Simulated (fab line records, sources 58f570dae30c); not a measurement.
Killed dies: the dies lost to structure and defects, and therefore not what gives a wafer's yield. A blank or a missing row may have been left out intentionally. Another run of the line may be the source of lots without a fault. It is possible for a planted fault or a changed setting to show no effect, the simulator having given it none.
What tool caused it? | flow berkeley-cmos170 | 7 lots, 21 wafers sampled, at 1 step of a route of 331

WHAT EACH GAUGE READ, for each wafer
UCB170_GATE_CD_MEAS_90 targets a cd of 350 nm.
lot  | measured     | on        | cd-nm (nm)
L421 | day 7 19:24  | cd-sem-01 | 350.4 350.6 350.4
L424 | day 9 06:48  | cd-sem-01 | 348.2 347.0 347.5
L431 | day 10 09:20 | cd-sem-02 | 348.0 346.5 346.2
L434 | day 10 22:49 | cd-sem-01 | 348.7 347.7 347.7
L437 | day 11 16:29 | cd-sem-01 | 350.1 351.6 351.0
L439 | day 11 16:50 | cd-sem-01 | 353.0 351.0 352.9
L441 | day 12 09:44 | cd-sem-01 | 349.5 348.9 347.5

TOOL THAT RAN EACH LOT (tool first, then ch and the chambers of the sampled wafers, then the start)
The record shows no process step preceding these readings.

THE ANSWER, worked out from the rows above alone
Rule: what is usual is taken from the lots themselves. Put in order of their means at a reading, lots are off if they are a third of the lots or fewer, leave a main group of 4 or more, and stand apart from it by a gap of 3 or more times the standard deviation of the main group's means; of several such gaps the widest counts. A main group whose means are all the same, to the digits that the tables above print for the reading, isn't used. Also off: a lot with no number at a reading for which 4 or more lots have one. Where the step has rows for the other lots, those lots are counted as sound.
No lot is off on any of the readings shown, so nothing can be concluded from this.

WHAT THE SIMULATOR HAD INSERTED
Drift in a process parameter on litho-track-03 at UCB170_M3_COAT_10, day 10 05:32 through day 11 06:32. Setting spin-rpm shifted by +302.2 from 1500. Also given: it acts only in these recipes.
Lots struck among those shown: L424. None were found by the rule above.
